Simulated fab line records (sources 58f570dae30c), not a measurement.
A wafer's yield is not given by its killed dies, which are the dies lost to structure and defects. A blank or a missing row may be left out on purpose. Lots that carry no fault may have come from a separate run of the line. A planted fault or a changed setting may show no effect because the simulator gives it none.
The tool behind it: which one? || flow berkeley_cmos170 || 15 lots, 45 wafers sampled, at 2 steps of a route of 331

WHAT THE GAUGES READ, wafer by wafer
UCB170_ACTIVE_OVL_MEAS_14. Usual: for ACTIVE_OVL the level is 1 nm and the standard deviation is 5.3.
{"lot": "L102", "measured": "day 4 20:13", "on": "overlay-01", "ACTIVE_OVL (nm)": "-3 -7 -9", "flag": ""}
{"lot": "L103", "measured": "day 4 20:11", "on": "overlay-02", "ACTIVE_OVL (nm)": "4 6 2", "flag": ""}
{"lot": "L106", "measured": "day 5 09:29", "on": "overlay-01", "ACTIVE_OVL (nm)": "-3 3 -2", "flag": ""}
{"lot": "L105", "measured": "day 5 09:38", "on": "overlay-02", "ACTIVE_OVL (nm)": "9 12 10", "flag": ""}
{"lot": "L107", "measured": "day 5 20:07", "on": "overlay-01", "ACTIVE_OVL (nm)": "1 11 2", "flag": ""}
{"lot": "L109", "measured": "day 5 20:05", "on": "overlay-02", "ACTIVE_OVL (nm)": "2 7 1", "flag": ""}
{"lot": "L112", "measured": "day 7 02:12", "on": "overlay-01", "ACTIVE_OVL (nm)": "-3 5 6", "flag": ""}
{"lot": "L113", "measured": "day 7 01:47", "on": "overlay-02", "ACTIVE_OVL (nm)": "7 11 12", "flag": ""}
{"lot": "L115", "measured": "day 7 14:45", "on": "overlay-02", "ACTIVE_OVL (nm)": "-1 5 2", "flag": ""}
{"lot": "L118", "measured": "day 8 05:38", "on": "overlay-01", "ACTIVE_OVL (nm)": "-7 -4 -3", "flag": ""}
{"lot": "L119", "measured": "day 8 19:59", "on": "overlay-02", "ACTIVE_OVL (nm)": "4 11 1", "flag": ""}
{"lot": "L120", "measured": "day 8 20:16", "on": "overlay-02", "ACTIVE_OVL (nm)": "-2 0 -1", "flag": ""}
{"lot": "L121", "measured": "day 9 05:50", "on": "overlay-01", "ACTIVE_OVL (nm)": "-1 -1 -3", "flag": ""}
{"lot": "L122", "measured": "day 9 05:13", "on": "overlay-01", "ACTIVE_OVL (nm)": "-1 1 8", "flag": ""}
{"lot": "L125", "measured": "day 9 05:28", "on": "overlay-01", "ACTIVE_OVL (nm)": "2 -2 -3", "flag": ""}

WHAT TOOL EACH LOT RAN ON (gives the tool, then ch and the chambers of the sampled wafers, and finally the start)
{"lot": "L102", "UCB170_NWELL_STRIP_15": "plasma_asher-04 ch 0,1, day 2 15:39"}
{"lot": "L103", "UCB170_NWELL_STRIP_15": "plasma_asher-02 ch 0,1, day 2 15:48"}
{"lot": "L106", "UCB170_NWELL_STRIP_15": "plasma_asher-04 ch 1, day 3 07:10"}
{"lot": "L105", "UCB170_NWELL_STRIP_15": "plasma_asher-02 ch 0,1, day 3 07:27"}
{"lot": "L107", "UCB170_NWELL_STRIP_15": "plasma_asher-02 ch 0,1, day 3 13:49"}
{"lot": "L109", "UCB170_NWELL_STRIP_15": "plasma_asher-03 ch 0,1, day 3 19:19"}
{"lot": "L112", "UCB170_NWELL_STRIP_15": "plasma_asher-04 ch 0,1, day 4 11:49"}
{"lot": "L113", "UCB170_NWELL_STRIP_15": "plasma_asher-02 ch 0,1, day 4 21:07"}
{"lot": "L115", "UCB170_NWELL_STRIP_15": "plasma_asher-02 ch 1, day 5 05:07"}
{"lot": "L118", "UCB170_NWELL_STRIP_15": "plasma_asher-03 ch 0,1, day 5 19:28"}
{"lot": "L119", "UCB170_NWELL_STRIP_15": "plasma_asher-04 ch 0,1, day 6 07:21"}
{"lot": "L120", "UCB170_NWELL_STRIP_15": "plasma_asher-02 ch 0,1, day 6 08:16"}
{"lot": "L121", "UCB170_NWELL_STRIP_15": "plasma_asher-03 ch 0,1, day 6 16:55"}
{"lot": "L122", "UCB170_NWELL_STRIP_15": "plasma_asher-02 ch 0,1, day 6 18:23"}
{"lot": "L125", "UCB170_NWELL_STRIP_15": "plasma_asher-04 ch 0,1, day 7 03:44"}
- UCB170_NWELL_STRIP_15: strips in O2.

WHAT THE TOOLS THEMSELVES READ (means of the sampled wafers that have a number; where no wafer has one, the mark that the record gives instead)
UCB170_NWELL_STRIP_15. Usual: drypump_motor_current_A 5.3 A, standard deviation 0.62; oes_product_au 0.721 a.u., standard deviation 0.005; strip_time_to_endpoint_s 18.02 s, standard deviation 0.087.
{"lot": "L102", "tool": "plasma_asher-04", "drypump_motor_current_A (A)": 5.1, "oes_product_au (a.u.)": 0.723, "strip_time_to_endpoint_s (s)": 17.93, "flag": ""}
{"lot": "L103", "tool": "plasma_asher-02", "drypump_motor_current_A (A)": 6.1, "oes_product_au (a.u.)": 0.722, "strip_time_to_endpoint_s (s)": 17.95, "flag": ""}
{"lot": "L106", "tool": "plasma_asher-04", "drypump_motor_current_A (A)": 5.0, "oes_product_au (a.u.)": 0.721, "strip_time_to_endpoint_s (s)": 18.18, "flag": ""}
{"lot": "L105", "tool": "plasma_asher-02", "drypump_motor_current_A (A)": 6.0, "oes_product_au (a.u.)": 0.719, "strip_time_to_endpoint_s (s)": 17.95, "flag": ""}
{"lot": "L107", "tool": "plasma_asher-02", "drypump_motor_current_A (A)": 6.1, "oes_product_au (a.u.)": 0.719, "strip_time_to_endpoint_s (s)": 18.00, "flag": ""}
{"lot": "L109", "tool": "plasma_asher-03", "drypump_motor_current_A (A)": 4.8, "oes_product_au (a.u.)": 0.726, "strip_time_to_endpoint_s (s)": 18.02, "flag": ""}
{"lot": "L112", "tool": "plasma_asher-04", "drypump_motor_current_A (A)": 5.1, "oes_product_au (a.u.)": 0.719, "strip_time_to_endpoint_s (s)": 17.98, "flag": ""}
{"lot": "L113", "tool": "plasma_asher-02", "drypump_motor_current_A (A)": 6.1, "oes_product_au (a.u.)": 0.716, "strip_time_to_endpoint_s (s)": 17.92, "flag": ""}
{"lot": "L115", "tool": "plasma_asher-02", "drypump_motor_current_A (A)": 5.8, "oes_product_au (a.u.)": 0.723, "strip_time_to_endpoint_s (s)": 18.12, "flag": ""}
{"lot": "L118", "tool": "plasma_asher-03", "drypump_motor_current_A (A)": 4.8, "oes_product_au (a.u.)": 0.723, "strip_time_to_endpoint_s (s)": 18.06, "flag": ""}
{"lot": "L119", "tool": "plasma_asher-04", "drypump_motor_current_A (A)": 5.1, "oes_product_au (a.u.)": 0.725, "strip_time_to_endpoint_s (s)": 17.98, "flag": ""}
{"lot": "L120", "tool": "plasma_asher-02", "drypump_motor_current_A (A)": 6.4, "oes_product_au (a.u.)": 0.723, "strip_time_to_endpoint_s (s)": 18.07, "flag": ""}
{"lot": "L121", "tool": "plasma_asher-03", "drypump_motor_current_A (A)": 4.8, "oes_product_au (a.u.)": 0.724, "strip_time_to_endpoint_s (s)": 18.08, "flag": ""}
{"lot": "L122", "tool": "plasma_asher-02", "drypump_motor_current_A (A)": 6.1, "oes_product_au (a.u.)": 0.711, "strip_time_to_endpoint_s (s)": 17.95, "flag": ""}
{"lot": "L125", "tool": "plasma_asher-04", "drypump_motor_current_A (A)": 5.1, "oes_product_au (a.u.)": 0.721, "strip_time_to_endpoint_s (s)": 17.99, "flag": ""}

THE ANSWER, worked out from the rows above alone
Rule: a lot counts as off when the mean over its wafers that have a number is more than 3 standard deviations away from the usual mean. A lot without any number at a reading at which 4 lots or more have one is off too. All remaining lots with rows at the step are treated as sound. Order of review: gauges by route order, followed by the tools' own readings, for which a lot's mean as printed above is used. The first step at which some lot is off is used, and at that step the reading that is off furthest; a lot without a number counts as furthest.
None of the lots is off at any reading shown; this tells nothing.

WHAT HAD BEEN PUT IN BY THE SIMULATOR
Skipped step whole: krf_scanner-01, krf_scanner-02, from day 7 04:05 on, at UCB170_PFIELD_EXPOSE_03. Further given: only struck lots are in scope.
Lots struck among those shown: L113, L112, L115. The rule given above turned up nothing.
